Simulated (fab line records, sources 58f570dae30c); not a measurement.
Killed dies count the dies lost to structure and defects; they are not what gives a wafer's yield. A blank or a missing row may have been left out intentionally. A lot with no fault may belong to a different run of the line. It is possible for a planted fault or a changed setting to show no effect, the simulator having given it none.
Split-lot trial ; flow berkeley_cmos170 ; on a route of 331 steps: 5 lots, 23 wafers read

SPLIT DETAILS
At UCB170_PSD_EXPOSE_03 (exposes mask PSELECT MOD, target cd 1200 nm), the setting dose_mj was moved away from the recipe's 30 on 8 of the 23 wafers read, by -6.1% to -2.2%. All remaining wafers had this setting at the recipe value.

FROM THE SPLIT TO THE READING: what the file shows between them, 2 steps
- UCB170_PSD_PEB_04
- UCB170_PSD_DEVELOP_05: develop time 45 s

THE READING
At UCB170_PSD_CD_MEAS_06: cd_nm in nanometres, against a target cd of 1200 nm. On this fab line, fault-free wafers typically give 1199.3 nm with a standard deviation of 1.2 nm.

wafer;tool, chamber at the split;dose_mj as run;against the recipe;cd_nm, nm;against lot-mates on the recipe
L075.1;krf_scanner-01, 0;30;recipe;1199.1;-
L075.2;krf_scanner-01, 0;30;recipe;1198.8;-
L075.4;krf_scanner-01, 0;29.33;-2.2%;1193.6;-5.3
L075.5;krf_scanner-01, 0;29.33;-2.2%;1193.9;-5.0
L075.6;krf_scanner-01, 0;29.33;-2.2%;1194.4;-4.5
L077.1;krf_scanner-02, 0;30;recipe;1198.2;-
L077.2;krf_scanner-02, 0;30;recipe;1198.8;-
L077.3;krf_scanner-02, 0;30;recipe;1196.7;-
L077.4;krf_scanner-02, 0;30;recipe;1198.1;-
L077.6;krf_scanner-02, 0;30;recipe;1198.5;-
L080.1;krf_scanner-01, 0;29.16;-2.8%;1195.2;-4.8
L080.2;krf_scanner-01, 0;29.16;-2.8%;1194.6;-5.4
L080.4;krf_scanner-01, 0;30;recipe;1199.0;-
L080.5;krf_scanner-01, 0;30;recipe;1201.0;-
L080.6;krf_scanner-01, 0;29.16;-2.8%;1196.5;-3.5
L085.1;krf_scanner-02, 0;30;recipe;1198.7;-
L085.2;krf_scanner-02, 0;30;recipe;1198.4;-
L085.3;krf_scanner-02, 0;30;recipe;1200.2;-
L083.2;krf_scanner-01, 0;30;recipe;1198.7;-
L083.3;krf_scanner-01, 0;28.17;-6.1%;1187.4;-12.4
L083.4;krf_scanner-01, 0;30;recipe;1200.4;-
L083.5;krf_scanner-01, 0;28.17;-6.1%;1187.3;-12.5
L083.6;krf_scanner-01, 0;30;recipe;1200.3;-

FIT RESULTS
A straight line over all 23 wafers: cd_nm changes by +1.83 nm for each +1% of dose_mj; r = +0.95; the points scatter about the line by 1.2 nm.
The same after taking each lot's own level away (the mean of its wafers on the recipe; 23 wafers): +1.99 nm for each +1%; r = +0.98; scatter 0.83 nm.
According to that fit, moving dose_mj by its largest amount changes the reading by 12 nm.
From 1198.06 to 1200.00 nm: that is the span of the lots' own levels, equal to 1.6 times the standard deviation above.
Hence the lot-to-lot level has little effect on the slope; both slopes agree.
Check: for one of the wafers moved furthest among these (-6.1%), held out of the fit, the line's prediction against its lot-mates is -11.9 nm. It came out at -12.4 nm against them.

THESE WAFERS: OTHER SPLITS
Before the reading, these wafers also passed through other splits. Each is held against what the fit with the lots' levels taken away leaves over:
other split on the same wafers;wafers away from the commonest value;r with cd_nm (lot level and that fit taken away)
UCB170_PLDD_IMPLANT_08 tilt_deg;5;+0.21
UCB170_NLDD_IMPLANT_09 dose_cm2;5;-0.36

FILE'S OWN FIT
cd_nm changes by +1.99 nm for each +1% of dose_mj, r = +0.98.
